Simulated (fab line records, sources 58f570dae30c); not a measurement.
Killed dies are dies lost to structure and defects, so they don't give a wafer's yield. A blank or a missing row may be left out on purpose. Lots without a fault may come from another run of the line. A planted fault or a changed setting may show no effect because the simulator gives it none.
Which tool did it? | flow berkeley_cmos170 | 15 lots, 45 wafers sampled, at 5 steps of a route of 331

WHAT THE GAUGES READ, wafer by wafer
UCB170_PLDD_OVL_MEAS_07.
lot  | measured     | on         | PLDD_OVL (nm)
L881 | day 6 17:05  | overlay-02 | -3 -2 2
L880 | day 6 17:22  | overlay-02 | 10 2 8
L882 | day 7 00:22  | overlay-02 | 6 1 12
L883 | day 7 00:38  | overlay-01 | -4 -9 0
L885 | day 7 03:30  | overlay-02 | 6 8 13
L887 | day 7 19:37  | overlay-02 | 2 -6 -8
L888 | day 8 01:53  | overlay-02 | 2 1 4
L894 | day 8 16:15  | overlay-02 | 6 3 11
L893 | day 9 05:31  | overlay-02 | 5 0 -4
L892 | day 9 05:48  | overlay-02 | 1 -2 -4
L895 | day 9 06:05  | overlay-02 | 4 8 5
L896 | day 9 19:41  | overlay-02 | 4 5 7
L899 | day 10 10:22 | overlay-01 | 2 7 9
L903 | day 11 03:22 | overlay-02 | -2 -4 -2
L901 | day 11 04:23 | overlay-02 | 14 8 14

UCB170_PSD_OVL_MEAS_07.
lot  | measured     | on         | PSD_OVL (nm)
L881 | day 7 01:23  | overlay-02 | -5 0 -8
L880 | day 7 01:40  | overlay-02 | -10 -9 -14
L882 | day 7 07:34  | overlay-01 | -2 3 -1
L883 | day 7 07:25  | overlay-01 | -1 -1 3
L885 | day 7 11:43  | overlay-02 | -3 -3 -2
L887 | day 8 03:54  | overlay-01 | 186 189 193
L888 | day 8 11:23  | overlay-01 | 174 182 176
L894 | day 9 04:58  | overlay-01 | -14 -4 -8
L893 | day 9 14:45  | overlay-02 | -3 -8 -1
L892 | day 9 15:01  | overlay-01 | 165 169 169
L895 | day 9 15:19  | overlay-02 | -8 -6 -5
L896 | day 10 05:25 | overlay-02 | -14 -3 -9
L899 | day 10 19:05 | overlay-02 | -5 -5 -1
L903 | day 11 11:43 | overlay-01 | -3 -6 1
L901 | day 11 12:19 | overlay-02 | -10 -13 -2

UCB170_NSD_TW_MEAS_10.
lot  | measured     | on            | NSD_TW
L881 | day 7 04:29  | film_metro-02 | 4231 4223 4238
L880 | day 7 04:49  | film_metro-03 | 4179 4189 4177
L882 | day 7 09:43  | film_metro-01 | 4165 4166 4162
L883 | day 7 09:28  | film_metro-03 | 4199 4185 4198
L885 | day 7 14:07  | film_metro-02 | 4255 4273 4269
L887 | day 8 07:17  | film_metro-02 | 4214 4213 4185
L888 | day 8 13:40  | film_metro-01 | 4158 4148 4145
L894 | day 9 07:11  | film_metro-02 | 4210 4198 4208
L893 | day 9 17:08  | film_metro-03 | 4169 4147 4175
L892 | day 9 17:18  | film_metro-01 | 4165 4184 4191
L895 | day 9 17:58  | film_metro-02 | 4177 4194 4200
L896 | day 10 07:19 | film_metro-01 | 4153 4139 4137
L899 | day 11 00:02 | film_metro-02 | 4215 4230 4196
L903 | day 11 13:29 | film_metro-01 | 4152 4158 4153
L901 | day 11 14:20 | film_metro-03 | 4145 4154 4158

WHICH TOOL RAN EACH LOT (tool, then ch and the chambers of the sampled wafers, then the start)
lot  | UCB170_GATE_ETCH_15              | UCB170_PSD_EXPOSE_03
L881 | rie_si-01 ch 0,1,2, day 6 15:24  | krf_scanner-01 ch 0, day 7 00:52
L880 | rie_si-02 ch 0,1,3, day 6 15:41  | krf_scanner-02 ch 0, day 7 01:07
L882 | rie_si-02 ch 0,3, day 6 21:48    | krf_scanner-02 ch 0, day 7 07:04
L883 | rie_si-01 ch 0,2,3, day 6 22:05  | krf_scanner-01 ch 0, day 7 06:49
L885 | rie_si-01 ch 1,3, day 7 01:49    | krf_scanner-02 ch 0, day 7 11:11
L887 | rie_si-02 ch 1,2, day 7 17:40    | krf_scanner-02 ch 0, day 8 03:15
L888 | rie_si-02 ch 0,1,2, day 8 00:17  | krf_scanner-02 ch 0, day 8 10:44
L894 | rie_si-01 ch 2,3, day 8 14:51    | krf_scanner-01 ch 0, day 9 03:25
L893 | rie_si-02 ch 1,2,3, day 9 02:39  | krf_scanner-01 ch 0, day 9 13:51
L892 | rie_si-02 ch 1,2,3, day 9 02:56  | krf_scanner-02 ch 0, day 9 14:07
L895 | rie_si-02 ch 0,3, day 9 03:08    | krf_scanner-01 ch 0, day 9 14:40
L896 | rie_si-01 ch 0,1,3, day 9 18:00  | krf_scanner-01 ch 0, day 10 04:41
L899 | rie_si-02 ch 1,2, day 10 08:38   | krf_scanner-01 ch 0, day 10 18:19
L903 | rie_si-01 ch 1,2,3, day 11 00:39 | krf_scanner-01 ch 0, day 11 11:12
L901 | rie_si-02 ch 1,2, day 11 00:59   | krf_scanner-01 ch 0, day 11 11:50
- UCB170_GATE_ETCH_15: etches poly-Si in HBr/Cl2, stops on SiO2, time 56.3 s, target depth 278.2 nm.
- UCB170_PSD_EXPOSE_03: exposes mask PSELECT MOD, target cd 1200 nm.

WHAT THE TOOLS THEMSELVES READ (means of the sampled wafers that have a number; where no wafer has one, the mark that the record gives instead)
UCB170_GATE_ETCH_15.
lot  | tool      | drypump_motor_current_A (A) | oes_product_au (a.u.) | throttle_valve_pct (%)
L881 | rie_si-01 | 5.8                         | 0.835                 | 26.53
L880 | rie_si-02 | 5.5                         | 0.815                 | 26.45
L882 | rie_si-02 | 5.4                         | 0.817                 | 26.74
L883 | rie_si-01 | 5.9                         | 0.845                 | 26.55
L885 | rie_si-01 | 5.3                         | 0.820                 | 26.34
L887 | rie_si-02 | 5.5                         | 0.828                 | 26.50
L888 | rie_si-02 | 5.6                         | 0.825                 | 26.43
L894 | rie_si-01 | 6.0                         | 0.839                 | 26.55
L893 | rie_si-02 | 5.4                         | 0.811                 | 26.51
L892 | rie_si-02 | 5.4                         | 0.817                 | 26.51
L895 | rie_si-02 | 5.6                         | 0.820                 | 26.66
L896 | rie_si-01 | 5.6                         | 0.827                 | 26.44
L899 | rie_si-02 | 5.5                         | 0.814                 | 26.23
L903 | rie_si-01 | 5.6                         | 0.832                 | 26.41
L901 | rie_si-02 | 5.5                         | 0.815                 | 26.23

UCB170_PSD_EXPOSE_03.
lot  | tool           | reticle_temp_C (C)
L881 | krf_scanner-01 | 23.02
L880 | krf_scanner-02 | 22.98
L882 | krf_scanner-02 | 22.95
L883 | krf_scanner-01 | 23.03
L885 | krf_scanner-02 | 23.13
L887 | krf_scanner-02 | 22.96
L888 | krf_scanner-02 | 22.96
L894 | krf_scanner-01 | 23.02
L893 | krf_scanner-01 | 23.01
L892 | krf_scanner-02 | 22.90
L895 | krf_scanner-01 | 22.98
L896 | krf_scanner-01 | 22.93
L899 | krf_scanner-01 | 22.95
L903 | krf_scanner-01 | 23.15
L901 | krf_scanner-01 | 23.06

THE ANSWER, worked out from the rows above alone
Rule: what is usual is taken from the lots themselves. Put in order of their means at a reading, lots are off if they are a third of the lots or fewer, leave a main group of 4 or more, and stand apart from it by a gap of 3 or more times the standard deviation of the main group's means; of several such gaps the widest counts. A main group whose means are all the same, to the digits that the tables above print for the reading, isn't used. A lot without any number at a reading at which 4 lots or more have one is off too. The other lots that the step has rows for count as sound. The gauges are gone through in route order, then the tools' own readings, and for those a lot's mean is taken as printed above. The first step at which some lot is off is used, and at that step the reading that is off furthest; a lot without a number counts as furthest.
Off: L887, L888, L892, at UCB170_PSD_OVL_MEAS_07 (PSD_OVL). The main group: mean -5 nm, standard deviation 3.5.
A tool fits if, at a process step before that reading, it ran every lot that is off, and no sound lot after the first of them. The gauges at UCB170_PSD_OVL_MEAS_07 are tried like those tools. One fits: krf_scanner-02 at UCB170_PSD_EXPOSE_03. Its last sound lot is L885 (day 7 11:11), its first lot that is off L887 (day 8 03:15): a fault that began between those two fits.

WHAT THE SIMULATOR HAD PUT IN
Scanner matching overlay: krf_scanner-02, from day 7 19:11 on, at UCB170_PSD_EXPOSE_03. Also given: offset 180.
Lots struck among those shown: L887, L888, L892. The rule above found the same.
